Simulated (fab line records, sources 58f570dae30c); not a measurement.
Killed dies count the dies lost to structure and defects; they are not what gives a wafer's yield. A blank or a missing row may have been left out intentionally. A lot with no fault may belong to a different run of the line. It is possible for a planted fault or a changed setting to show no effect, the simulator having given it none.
Which tool is to blame? -- flow berkeley cmos170 -- 14 lots with 42 wafers sampled at 2 steps, on a route of 331 steps

== WHAT THE GAUGES READ, wafer by wafer ==
UCB170_PWELL_TW_MEAS_17.
lot,measured,on,PWELL_TW
L172,day 2 19:36,film metro-01,385.8 386.7 386.1
L173,day 3 04:41,film metro-02,379.7 380.4 377.8
L174,day 3 15:25,film metro-02,379.7 380.5 381.2
L176,day 3 16:04,film metro-01,385.2 386.8 386.9
L179,day 4 03:22,film metro-01,384.5 383.7 380.5
L180,day 4 09:49,film metro-03,377.6 375.9 377.4
L183,day 5 03:25,film metro-02,345.0 344.2 344.3
L184,day 5 10:53,film metro-03,342.4 338.7 340.3
L185,day 5 11:09,film metro-02,383.5 384.7 384.5
L190,day 6 16:34,film metro-02,384.1 384.7 381.9
L192,day 7 04:09,film metro-01,383.0 381.7 381.1
L193,day 7 06:22,film metro-01,382.8 382.8 383.0
L195,day 7 14:47,film metro-03,375.9 377.4 374.0
L194,day 7 15:01,film metro-01,384.9 383.1 382.5

== WHICH TOOL RAN EACH LOT (tool, then ch and the chambers of the sampled wafers, then the start) ==
lot,UCB170_PWELL_IMPLANT_15
L172,"implanter-03 ch 0, day 2 19:22"
L173,"implanter-04 ch 0, day 3 04:28"
L174,"implanter-04 ch 0, day 3 15:10"
L176,"implanter-01 ch 0, day 3 15:49"
L179,"implanter-04 ch 0, day 4 03:07"
L180,"implanter-04 ch 0, day 4 09:34"
L183,"implanter-04 ch 0, day 5 03:10"
L184,"implanter-04 ch 0, day 5 10:39"
L185,"implanter-01 ch 0, day 5 10:54"
L190,"implanter-03 ch 0, day 6 16:19"
L192,"implanter-03 ch 0, day 7 03:54"
L193,"implanter-03 ch 0, day 7 06:07"
L195,"implanter-01 ch 0, day 7 14:32"
L194,"implanter-03 ch 0, day 7 14:46"
- UCB170_PWELL_IMPLANT_15

== WHAT THE TOOLS THEMSELVES READ (means of the sampled wafers that have a number; where no wafer has one, the mark that the record gives instead) ==
UCB170_PWELL_IMPLANT_15.
lot,tool,dose ions cm2,faraday current uA
L172,implanter-03,4.997e+12,15.8
L173,implanter-04,5.002e+12,16.2
L174,implanter-04,4.998e+12,15.8
L176,implanter-01,5.006e+12,15.9
L179,implanter-04,5.005e+12,16.1
L180,implanter-04,5.000e+12,15.9
L183,implanter-04,3.487e+12,11.2
L184,implanter-04,3.494e+12,11.0
L185,implanter-01,5.005e+12,15.9
L190,implanter-03,5.007e+12,15.9
L192,implanter-03,5.007e+12,16.3
L193,implanter-03,5.001e+12,16.0
L195,implanter-01,5.002e+12,15.7
L194,implanter-03,4.995e+12,15.8

== THE ANSWER, worked out from the rows above alone ==
Rule: usual is defined by the lots themselves. Put in order of their means at a reading, lots are off if they are a third of the lots or fewer, leave a main group of 4 or more, and stand apart from it by a gap of 3 or more times the standard deviation of the main group's means; of several such gaps the widest counts. A main group whose means are all the same, to the digits that the tables above print for the reading, isn't used. Also off: a lot with no number at a reading for which 4 or more lots have one. The other lots that the step has rows for count as sound. After the gauges, taken in route order, come the tools' own readings; for these a lot's mean is taken, as printed above. The first step at which some lot is off is used, and at that step the reading that is off furthest; a lot without a number counts as furthest.
Off: L183, L184, at UCB170_PWELL_TW_MEAS_17 (PWELL_TW). Mean 382.0 and standard deviation 3.2 in the main group.
A tool fits if, at a process step before that reading, it ran every lot that is off, and no sound lot after the first of them. The gauges at UCB170_PWELL_TW_MEAS_17 aren't tried: what is off there is off at UCB170_PWELL_IMPLANT_15 too, on other tools, and a gauge's error can't cause that. One fits: UCB170_PWELL_IMPLANT_15 on implanter-04. A fault onset in the window from L180 (day 4 09:34, its last sound lot) to L183 (day 5 03:10, its first lot off) fits.
The tool's own readings at UCB170_PWELL_IMPLANT_15 bear it out: on the lots that are off they differ by more than 5 times the standard deviation of the sound lots' means. dose ions cm2 reads 3.490e+12 there against 5.002e+12 on the sound lots; faraday current uA reads 11.1 there against 15.9 on the sound lots.

== WHAT HAD BEEN PUT IN BY THE SIMULATOR ==
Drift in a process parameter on implanter-04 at UCB170_PWELL_IMPLANT_15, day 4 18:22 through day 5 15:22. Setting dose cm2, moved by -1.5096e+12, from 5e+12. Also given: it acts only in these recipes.
Struck lots among those shown: L183, L184. This agrees with what the rule above found.
